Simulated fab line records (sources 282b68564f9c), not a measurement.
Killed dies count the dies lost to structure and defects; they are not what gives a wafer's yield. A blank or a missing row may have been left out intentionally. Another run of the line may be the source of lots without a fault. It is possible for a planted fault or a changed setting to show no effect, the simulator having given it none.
fab line records	flow rit_cmos
[record] lots = 5	wafers = 27
route steps=202 shown FOX1@20 GATE@81 SPACER@130 NSD@131 PSD@151 SDANNEAL@153 CONTACT@175 M1@200
start_h: hours from the record's opening day to when the first of the lot's shown wafers began	wait_h: hours from the lot's prior step to this one	" as in the row above	L1.1+2: a row that stands for several wafers	- no value present, or no start provided	* or withheld: withheld	< > ~ a bound
route shown NAME@n: names a module that has steps shown in the file, with the first one's number in the route	usual: mean/standard deviation of fault-free wafers	same: alike in all rows	chamber/n: place in a boat	sites: readings site by site	_std_site: how widely they spread, as a standard deviation	_edge_site: the outer-site mean with the inner-site mean subtracted	radius_mm: for every site, how far away it sits from the centre of the wafer	mask NAME#n: copy n	behind: the most recent tool/chamber to have shaped the wafer	hold: why the lot was held/for how many hours/how that ended	device: the transistor (n, p or np) that didn't switch	end of line: the tests these same wafers got at the end of their route	a step given without rows: its recipe and nothing more	killed: the dies lost at the first sort to structure and to defects; this is not the yield of the wafer	map: the dies of a wafer, with x for killed, . for not killed, _ for no die there
set.NAME: the setting that was run; set.NAME@STEP: the one run at that earlier step	model.NAME: the simulator's own value behind a step, which no gauge read
lots run with intentionally changed settings; tables by step, rows by wafer
[[steps]]
[step RIT_FOX1_OXIDATION_00]
[recipe] temp_c = 1100	ambient = H2O	target_thk_a = 3507	p_h2o_torr = 720	ox_time_s = 1130
lot.wafer	tool	chamber	start_h	wait_h	set.ox_time_s	model.SiO2_of_FOX1_OXIDATION_00.thk_nm	model.Si3N4_of_ACTIVE_CVD_03.thk_nm
L074.1	-	-	-	0.7	1130	349.4	143.6
L074.2	"	-	"	"	1130	348.1	142.7
L074.3	"	-	"	"	1130	349.5	144.1
L074.4	"	-	"	"	1130	355	141.8
L074.5	"	-	"	"	1130	352.8	144.3
L074.6	"	-	"	"	1130	355.5	144
L079.1	-	-	-	0.0	596.1	242.3	145.4
L079.2	"	-	"	"	596.1	242.4	146.6
L079.3	"	-	"	"	596.1	235.9	144.9
L079.4	"	-	"	"	596.1	247	146.9
L079.5	"	-	"	"	596.1	241.1	146.1
L079.6	"	-	"	"	596.1	238.4	146.3
L080.2	furnace-02	0	47.17	1.5	1130	358.4	142.9
L080.3	"	0	"	"	1130	355.2	142.3
L080.5	"	0	"	"	1130	355.8	142.8
L083.1	-	-	-	1.5	1130	355	141.4
L083.2	"	-	"	"	1130	359.5	142.2
L083.3	"	-	"	"	1130	357.6	142
L083.4	"	-	"	"	1130	355.3	142
L083.5	"	-	"	"	1130	360	141.4
L083.6	"	-	"	"	1130	360.8	141.3
L085.1	-	-	-	1.1	701.3	262.4	145.2
L085.2	"	-	"	"	701.3	266.4	145.6
L085.3	"	-	"	"	701.3	262.9	145
L085.4	"	-	"	"	701.3	265.4	145.1
L085.5	"	-	"	"	701.3	268.4	144.4
L085.6	"	-	"	"	701.3	264	145.6
[step RIT_FOX1_THK_MEAS_01]
[recipe] reads = SiO2_of_FOX1_OXIDATION_00
[usual] FOX1_OXIDE_THK = 351/6.6
lot.wafer	tool	chamber	start_h	wait_h	set.ox_time_s@FOX1_OXIDATION_00	FOX1_OXIDE_THK[nm]
L074.1	film_metro-03	-	-	-	1130	349
L074.2	"	-	"	"	1130	348
L074.3	"	-	"	"	1130	350
L074.4	"	-	"	"	1130	355
L074.5	"	-	"	"	1130	353
L074.6	"	-	"	"	1130	356
L079.1	film_metro-02	-	-	-	596.1	242
L079.2	"	-	"	"	596.1	243
L079.3	"	-	"	"	596.1	236
L079.4	"	-	"	"	596.1	247
L079.5	"	-	"	"	596.1	241
L079.6	"	-	"	"	596.1	238
L080.2	film_metro-02	-	48.49	0.0	1130	358
L080.3	"	-	"	"	1130	355
L080.5	"	-	"	"	1130	356
L083.1	film_metro-03	-	-	-	1130	355
L083.2	"	-	"	"	1130	360
L083.3	"	-	"	"	1130	358
L083.4	"	-	"	"	1130	355
L083.5	"	-	"	"	1130	360
L083.6	"	-	"	"	1130	361
L085.1	film_metro-01	-	-	-	701.3	263
L085.2	"	-	"	"	701.3	266
L085.3	"	-	"	"	701.3	263
L085.4	"	-	"	"	701.3	265
L085.5	"	-	"	"	701.3	268
L085.6	"	-	"	"	701.3	264
[step RIT_GATE_OXIDATION_05]
[recipe] temp_c = 900	ambient = O2	target_thk_a = 30	ox_time_s = 270
lot.wafer	tool	chamber	start_h	wait_h	set.ox_time_s	model.SiO2_of_GATE_OXIDATION_05.thk_nm
L074.1	-	-	-	1.5	373.4	3.878
L074.2	"	-	"	"	373.4	3.92
L074.3	"	-	"	"	373.4	3.935
L074.4	"	-	"	"	373.4	3.91
L074.5	"	-	"	"	373.4	3.894
L074.6	"	-	"	"	373.4	3.97
L079.1	-	-	-	0.9	127.2	1.663
L079.2	"	-	"	"	127.2	1.624
L079.3	"	-	"	"	127.2	1.676
L079.4	"	-	"	"	127.2	1.705
L079.5	"	-	"	"	127.2	1.66
L079.6	"	-	"	"	127.2	1.691
L080.2	furnace-03	0	65.49	2.0	270	3.013
L080.3	"	0	"	"	270	2.909
L080.5	"	0	"	"	270	2.959
L083.1	-	-	-	0.5	205.5	2.427
L083.2	"	-	"	"	205.5	2.428
L083.3	"	-	"	"	205.5	2.439
L083.4	"	-	"	"	205.5	2.325
L083.5	"	-	"	"	205.5	2.394
L083.6	"	-	"	"	205.5	2.38
L085.1	-	-	-	0.1	381.4	4.018
L085.2	"	-	"	"	381.4	4.007
L085.3	"	-	"	"	381.4	4.001
L085.4	"	-	"	"	381.4	4.034
L085.5	"	-	"	"	381.4	4.053
L085.6	"	-	"	"	381.4	4.052
[step RIT_GATE_ANNEAL_06]
[recipe] temp_c = 900	time_s = 600	ambient = N2O
[step RIT_GATE_THK_MEAS_07]
[recipe] reads = SiO2_of_GATE_OXIDATION_05
[usual] GATE_OXIDE_THK = 3.02/0.075
lot.wafer	tool	chamber	start_h	wait_h	set.ox_time_s@GATE_OXIDATION_05	GATE_OXIDE_THK[nm]
L074.1	film_metro-01	-	37.02	0.0	373.4	3.85
L074.2	"	-	"	"	373.4	3.93
L074.3	"	-	"	"	373.4	3.92
L074.4	"	-	"	"	373.4	3.94
L074.5	"	-	"	"	373.4	3.87
L074.6	"	-	"	"	373.4	3.96
L079.1	film_metro-01	-	63.30	0.0	127.2	1.67
L079.2	"	-	"	"	127.2	1.63
L079.3	"	-	"	"	127.2	1.66
L079.4	"	-	"	"	127.2	1.71
L079.5	"	-	"	"	127.2	1.65
L079.6	"	-	"	"	127.2	1.66
L080.2	film_metro-01	-	68.31	0.0	270	3.00
L080.3	"	-	"	"	270	2.94
L080.5	"	-	"	"	270	2.98
L083.1	film_metro-01	-	83.38	0.0	205.5	2.43
L083.2	"	-	"	"	205.5	2.46
L083.3	"	-	"	"	205.5	2.47
L083.4	"	-	"	"	205.5	2.32
L083.5	"	-	"	"	205.5	2.37
L083.6	"	-	"	"	205.5	2.36
L085.1	film_metro-02	-	91.22	0.0	381.4	4.02
L085.2	"	-	"	"	381.4	3.96
L085.3	"	-	"	"	381.4	3.99
L085.4	"	-	"	"	381.4	4.01
L085.5	"	-	"	"	381.4	4.07
L085.6	"	-	"	"	381.4	4.10
[step RIT_SPACER_ETCHBACK_05]
[recipe] target_depth_a = 2500	SF6_flow_sccm = 30	CHF3_flow_sccm = 30	target = Si3N4	chemistry = SF6/CHF3	pressure_mtorr = 40	rf_w = 250	time_s = 240	stop_on = SiO2
[usual] oes_product_au = 0.846/0.012
lot.wafer	tool	chamber	start_h	wait_h	set.time_s	oes_product_au	model.etch.depth_nm	model.poly-Si_of_GATE_CVD_08.thk_nm	model.Si3N4_of_SPACER_CVD_03.thk_nm
L074.1	rie_diel-04	3	51.80	0.1	240	0.861	249.8	164.2	195.1
L074.2	"	0	"	"	240	0.850	248.4	163.1	194
L074.3	"	2	"	"	240	0.842	249.4	164.9	196.2
L074.4	"	0	"	"	240	0.859	252.8	163.4	197.6
L074.5	"	2	"	"	240	0.844	250.7	167.5	197.6
L074.6	"	3	"	"	240	0.847	250.3	162.9	196.2
L079.1	rie_diel-04	0	75.77	0.1	240	0.853	250.1	167.9	195.8
L079.2	"	2	"	"	168.4	0.995	220.7	185.7	208.9
L079.3	"	1	"	"	240	0.849	249.3	169.9	197.6
L079.4	"	3	"	"	168.4	1.016	220.1	187.7	212.8
L079.5	"	2	"	"	240	0.840	250.1	165.9	195.7
L079.6	"	3	"	"	168.4	1.000	218.4	185.4	212.5
L080.2	rie_diel-04	2	82.95	0.0	240	0.847	251.1	166.8	196.4
L080.3	"	1	"	"	240	0.862	251	167.4	198.5
L080.5	"	0	"	"	240	0.852	248.8	164.8	194
L083.1	rie_diel-04	2	96.63	0.1	240	0.850	252.6	171.3	197.8
L083.2	"	1	"	"	240	0.867	252.4	169.5	199.1
L083.3	"	3	"	"	240	0.863	252.3	167.7	197.3
L083.4	"	0	"	"	240	0.859	251.8	169.3	196.1
L083.5	"	2	"	"	240	0.850	253.1	166.9	198.3
L083.6	"	1	"	"	240	0.861	251.7	171.4	198.5
L085.1	rie_diel-04	2	104.49	0.1	124.2	0.990	161.3	197.3	221.9
L085.2	"	0	"	"	240	0.852	250	165.2	195.6
L085.3	"	3	"	"	240	0.857	251.4	166.6	196.8
L085.4	"	1	"	"	124.2	0.993	158	199.6	224
L085.5	"	1	"	"	124.2	0.983	157.6	199.7	223.2
L085.6	"	2	"	"	240	0.840	250	166.1	195.9
[step RIT_NSD_HMDS_00]
[recipe] prime_time_s = 60	prime_temp_c = 140
[step RIT_NSD_COAT_01]
[recipe] resist = NOVOLAK	spin_rpm = 3250	resist_thk_nm = 986.6
[step RIT_PSD_STRIP_09]
[recipe] chemistry = O2	time_s = 180	resist = NOVOLAK	platen_temp_c = withheld	power_w = 500	pressure_mtorr = 4000	o2_flow_sccm = 4000
[step RIT_SDANNEAL_CLEAN_00]
[recipe] chemistry = SC1	mix = 3:3:50	time_s = 600	temp_c = 75
lot.wafer	tool	chamber	start_h	wait_h	set.time_s@SPACER_ETCHBACK_05	model.SiO2_of_FOX2_OXIDATION_00.thk_nm
L074.1	wet_bench-03	2	55.28	0.1	240	177.6
L074.2	"	2	"	"	240	179.4
L074.3	"	2	"	"	240	176.3
L074.4	"	2	"	"	240	174.2
L074.5	"	2	"	"	240	177.2
L074.6	"	2	"	"	240	178.5
L079.1	wet_bench-03	0	78.76	0.1	240	178.2
L079.2	"	0	"	"	168.4	190.2
L079.3	"	0	"	"	240	180.5
L079.4	"	0	"	"	168.4	190.1
L079.5	"	0	"	"	240	183.1
L079.6	"	0	"	"	168.4	194.8
L080.2	wet_bench-03	1	86.20	0.0	240	182.5
L080.3	"	1	"	"	240	183.8
L080.5	"	1	"	"	240	186.4
L083.1	wet_bench-01	1	99.82	0.1	240	171.2
L083.2	"	1	"	"	240	171.6
L083.3	"	1	"	"	240	169.1
L083.4	"	1	"	"	240	173.4
L083.5	"	1	"	"	240	169.4
L083.6	"	1	"	"	240	171.7
L085.1	wet_bench-02	2	107.50	0.1	124.2	205.1
L085.2	"	2	"	"	240	182.8
L085.3	"	2	"	"	240	183.4
L085.4	"	2	"	"	124.2	201.3
L085.5	"	2	"	"	124.2	204.1
L085.6	"	2	"	"	240	184.9
[step RIT_CONTACT_DEVELOP_07]
[recipe] resist = NOVOLAK	develop_time_s = 120	dev_temp_c = 23
lot.wafer	tool	chamber	start_h	wait_h	set.develop_time_s
L074.1+2+3+4+5+6	litho_track-01	0	-	-	120
L079.1+5+6	litho_track-04	0	-	-	99.17
L079.2+3+4	"	0	"	"	120
L080.2+3+5	litho_track-03	0	-	-	120
L083.1+2+4	litho_track-04	0	-	-	120
L083.3+5+6	"	0	"	"	63.91
L085.1+2+6	litho_track-03	0	-	-	55.41
L085.3+4+5	"	0	"	"	120
[step RIT_CONTACT_CD_MEAS_08]
[recipe] target_cd_nm = 1000
[usual] cd_nm = 1000.2/2.6
lot.wafer	tool	chamber	start_h	wait_h	set.develop_time_s@CONTACT_DEVELOP_07	cd_nm
L074.1	cd_sem-01	-	57.85	-	120	999.0
L074.2	"	-	"	"	120	996.0
L074.3	"	-	"	"	120	997.5
L074.4	"	-	"	"	120	999.0
L074.5	"	-	"	"	120	998.8
L074.6	"	-	"	"	120	999.3
L079.1	cd_sem-01	-	81.67	-	99.17	984.2
L079.2	"	-	"	"	120	1002.1
L079.3	"	-	"	"	120	998.3
L079.4	"	-	"	"	120	998.3
L079.5	"	-	"	"	99.17	985.0
L079.6	"	-	"	"	99.17	985.0
L080.2	cd_sem-01	-	88.79	-	120	1001.0
L080.3	"	-	"	"	120	1003.7
L080.5	"	-	"	"	120	1002.0
L083.1	cd_sem-01	-	102.45	-	120	1002.5
L083.2	"	-	"	"	120	1003.6
L083.3	"	-	"	"	63.91	950.2
L083.4	"	-	"	"	120	1003.3
L083.5	"	-	"	"	63.91	949.9
L083.6	"	-	"	"	63.91	951.3
L085.1	cd_sem-01	-	110.02	-	55.41	934.6
L085.2	"	-	"	"	55.41	937.7
L085.3	"	-	"	"	120	1001.9
L085.4	"	-	"	"	120	1002.6
L085.5	"	-	"	"	120	1002.3
L085.6	"	-	"	"	55.41	935.5
[step RIT_CONTACT_HARDBAKE_10]
[recipe] resist = NOVOLAK	temp_c = 140	time_s = 60
[step RIT_CONTACT_ETCH_11]
[recipe] target_depth_a = 4800	over_etch_frac = 0.2	stop_on = TiSi2	chemistry = CHF3/CF4/Ar	target = SiO2	CHF3_flow_sccm = 50	cf4_flow_sccm = 10	Ar_flow_sccm = 100	O2_flow_sccm = 5	pressure_mtorr = 100	rf_w = 200	time_s = 320
lot.wafer	tool	chamber	start_h	wait_h	set.develop_time_s@CONTACT_DEVELOP_07	model.CONTACT.cd_nm
L074.1+4	rie_diel-03	3,2	58.15	0.1	120	999.4
L074.2	"	0	"	"	120	996.2
L074.3	"	1	"	"	120	997
L074.5	"	2	"	"	120	998.7
L074.6	"	3	"	"	120	999.7
L079.1	rie_diel-02	1	81.98	0.1	99.17	984.2
L079.2	"	3	"	"	120	1002
L079.3	"	0	"	"	120	998.1
L079.4	"	2	"	"	120	998.3
L079.5	"	1	"	"	99.17	985.1
L079.6	"	0	"	"	99.17	984.7
L080.2+5	rie_diel-01	3	89.07	0.1	120	1002
L080.3	"	1	"	"	120	1003
L083.1+2+4	rie_diel-03	3,1,0	102.79	0.1	120	1003
L083.3	"	2	"	"	63.91	950.6
L083.5	"	1	"	"	63.91	949.6
L083.6	"	2	"	"	63.91	951.5
L085.1	rie_diel-01	3	110.32	0.1	55.41	934.6
L085.2	"	1	"	"	55.41	936.9
L085.3+4	"	0	"	"	120	1002
L085.5	"	1	"	"	120	1001
L085.6	"	3	"	"	55.41	935.6
[step RIT_CONTACT_STRIP_12]
[recipe] chemistry = O2	time_s = 180	resist = NOVOLAK	platen_temp_c = withheld	power_w = 500	pressure_mtorr = 4000	o2_flow_sccm = 4000
[step RIT_CONTACT_CD_MEAS_90]
[recipe] target_cd_nm = 1000
[usual] cd_nm = 1000.2/2.5
lot.wafer	tool	chamber	start_h	wait_h	set.develop_time_s@CONTACT_DEVELOP_07	cd_nm
L074.1	cd_sem-02	-	58.52	0.1	120	999.6
L074.2	"	-	"	"	120	996.7
L074.3	"	-	"	"	120	996.9
L074.4	"	-	"	"	120	999.2
L074.5	"	-	"	"	120	998.6
L074.6	"	-	"	"	120	1000.0
L079.1	cd_sem-02	-	82.44	0.2	99.17	984.3
L079.2	"	-	"	"	120	1002.2
L079.3	"	-	"	"	120	998.7
L079.4	"	-	"	"	120	998.5
L079.5	"	-	"	"	99.17	984.8
L079.6	"	-	"	"	99.17	984.4
L080.2	cd_sem-02	-	89.46	0.1	120	1001.4
L080.3	"	-	"	"	120	1002.9
L080.5	"	-	"	"	120	1002.0
L083.1	cd_sem-01	-	103.16	0.1	120	1003.0
L083.2	"	-	"	"	120	1003.4
L083.3	"	-	"	"	63.91	950.5
L083.4	"	-	"	"	120	1002.8
L083.5	"	-	"	"	63.91	949.3
L083.6	"	-	"	"	63.91	951.7
L085.1	cd_sem-02	-	110.69	0.1	55.41	934.7
L085.2	"	-	"	"	55.41	936.7
L085.3	"	-	"	"	120	1001.9
L085.4	"	-	"	"	120	1002.0
L085.5	"	-	"	"	120	1000.8
L085.6	"	-	"	"	55.41	935.4
[step RIT_M1_ANNEAL_15]
[recipe] temp_c = 450	time_s = 1800	ambient = forming_gas_H2N2
lot.wafer	tool	chamber	start_h	wait_h	set.time_s
L074.1+2+3+4+5+6	-	-	-	1.8	1800
L079.1+2+3+4+5+6	-	-	-	0.1	1427
L080.2+3+5	-	-	92.34	0.1	1800
L083.1+2+3+4+5+6	-	-	-	0.1	2318
L085.1+2+3+4+5+6	-	-	-	0.1	1461
[step RIT_M1_PROBE_99]
lot.wafer	tool	chamber	start_h	wait_h	set.ox_time_s@GATE_OXIDATION_05	model.etest.pmos_0p3.r_on_ohm_um	model.etest.pmos_turned.r_on_ohm_um	model.etest.nmos_0p3.r_on_ohm_um	model.etest.pmos_0p15.r_on_ohm_um	model.etest.nmos_0p15.drive_ua_um	model.etest.nmos_0p3.drive_ua_um	model.etest.nmos_narrow.drive_ua_um
L074.1	prober-02	-	64.92	0.1	373.4	7731	3927	2532	3145	400	166.8	167.6
L074.2	prober-02	-	64.97	0.1	373.4	7794	3915	2557	3161	399.3	165	166.3
L074.3	prober-02	-	65.02	0.2	373.4	7734	3920	2526	3098	395.9	163.3	163.5
L074.4	prober-02	-	65.07	0.2	373.4	7840	3996	2536	3207	396.1	163.6	162.3
L074.5	prober-02	-	65.12	0.2	373.4	7643	3930	2506	3100	397.9	165	167.1
L074.6	prober-02	-	65.17	0.2	373.4	7969	4047	2570	3253	380.8	159.2	159.9
L079.2+4+6	prober-01	-	87.06	0.1	127.2	-	-	-	-	-	-	-
L080.2	prober-02	-	94.01	0.1	270	6327	3420	2202	2745	462.3	219.7	218.5
L080.3	prober-02	-	94.06	0.2	270	6043	3218	2090	2558	496.6	231.7	229.5
L080.5	prober-02	-	94.16	0.2	270	6282	3483	2201	2784	463.6	227.8	224.2
L083.1	prober-01	-	107.82	0.1	205.5	5367	3003	1923	2429	558	282.8	283.8
L083.2	prober-01	-	107.87	0.1	205.5	5257	2940	1886	2371	561.9	281.6	286.2
L083.3	prober-01	-	107.92	0.2	205.5	5360	3049	1929	2440	551.2	282.1	286.4
L085.1+4+5	prober-01	-	115.32	0.1	381.4	-	-	-	-	-	-	-
L085.2	prober-01	-	115.37	0.1	381.4	8092	3966	2672	3198	382.5	149.9	156.5
L085.3	prober-01	-	115.42	0.2	381.4	7903	3874	2651	3112	386.8	149.1	156.9
L085.6	prober-01	-	115.57	0.2	381.4	8143	3979	2695	3177	386.4	147.1	153.7
// killed by level:class
L080.2 FOX1:geometric_particle:short=2 FOX1:geometric_particle:open=1 GATE:geometric_particle:short=1 GATE:geometric_particle:open=1
L080.3 SPACER:geometric_particle:short=1
L080.5 GATE:geometric_particle:short=3 REOX:geometric_particle:short=2 SPACER:geometric_particle:short=2 FOX2:geometric_particle:short=1 REOX:geometric_particle:open=1 SILICIDE:geometric_particle:open=1
[[key]]
[split] step = RIT_FOX1_OXIDATION_00	setting = ox_time_s	stated = 1130	by = lot
[response] step = RIT_FOX1_OXIDATION_00	reading = model.SiO2_of_FOX1_OXIDATION_00.thk_nm	change = +2.4	per = 1%	r = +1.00
[response] step = RIT_FOX1_OXIDATION_00	reading = model.Si3N4_of_ACTIVE_CVD_03.thk_nm	change = -0.0711	per = 1%	r = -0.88
[response] step = RIT_FOX1_THK_MEAS_01	reading = FOX1_OXIDE_THK	change = +2.4	per = 1%	r = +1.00
[split] step = RIT_GATE_OXIDATION_05	setting = ox_time_s	stated = 270	by = lot
[response] step = RIT_GATE_OXIDATION_05	reading = model.SiO2_of_GATE_OXIDATION_05.thk_nm	change = +0.0248	per = 1%	r = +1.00
[response] step = RIT_GATE_THK_MEAS_07	reading = GATE_OXIDE_THK	change = +0.0248	per = 1%	r = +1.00
[response] step = RIT_M1_PROBE_99	reading = model.etest.pmos_0p3.r_on_ohm_um	change = +40.7	per = 1%	r = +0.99
[response] step = RIT_M1_PROBE_99	reading = model.etest.pmos_turned.r_on_ohm_um	change = +15	per = 1%	r = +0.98
[response] step = RIT_M1_PROBE_99	reading = model.etest.nmos_0p3.r_on_ohm_um	change = +10.7	per = 1%	r = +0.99
[response] step = RIT_M1_PROBE_99	reading = model.etest.pmos_0p15.r_on_ohm_um	change = +11.8	per = 1%	r = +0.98
[response] step = RIT_M1_PROBE_99	reading = model.etest.nmos_0p15.drive_ua_um	change = -2.51	per = 1%	r = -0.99
[response] step = RIT_M1_PROBE_99	reading = model.etest.nmos_0p3.drive_ua_um	change = -1.91	per = 1%	r = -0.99
[split] step = RIT_SPACER_ETCHBACK_05	setting = time_s	stated = 240	by = wafer
[response] step = RIT_SPACER_ETCHBACK_05	reading = oes_product_au	change = -0.00354	per = 1%	r = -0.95
[response] step = RIT_SPACER_ETCHBACK_05	reading = model.etch.depth_nm	change = +1.65	per = 1%	r = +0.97
[response] step = RIT_SPACER_ETCHBACK_05	reading = model.poly-Si_of_GATE_CVD_08.thk_nm	change = -0.664	per = 1%	r = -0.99
[response] step = RIT_SPACER_ETCHBACK_05	reading = model.Si3N4_of_SPACER_CVD_03.thk_nm	change = -0.543	per = 1%	r = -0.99
[response] step = RIT_SDANNEAL_CLEAN_00	reading = model.SiO2_of_FOX2_OXIDATION_00.thk_nm	change = -0.4	per = 1%	r = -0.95
[split] step = RIT_CONTACT_DEVELOP_07	setting = develop_time_s	stated = 120	by = wafer
[response] step = RIT_CONTACT_CD_MEAS_08	reading = cd_nm	change = +1.17	per = 1%	r = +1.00
[response] step = RIT_CONTACT_ETCH_11	reading = model.CONTACT.cd_nm	change = +1.16	per = 1%	r = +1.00
[response] step = RIT_CONTACT_CD_MEAS_90	reading = cd_nm	change = +1.16	per = 1%	r = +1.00
[split] step = RIT_M1_ANNEAL_15	setting = time_s	stated = 1800	by = lot
response none clear
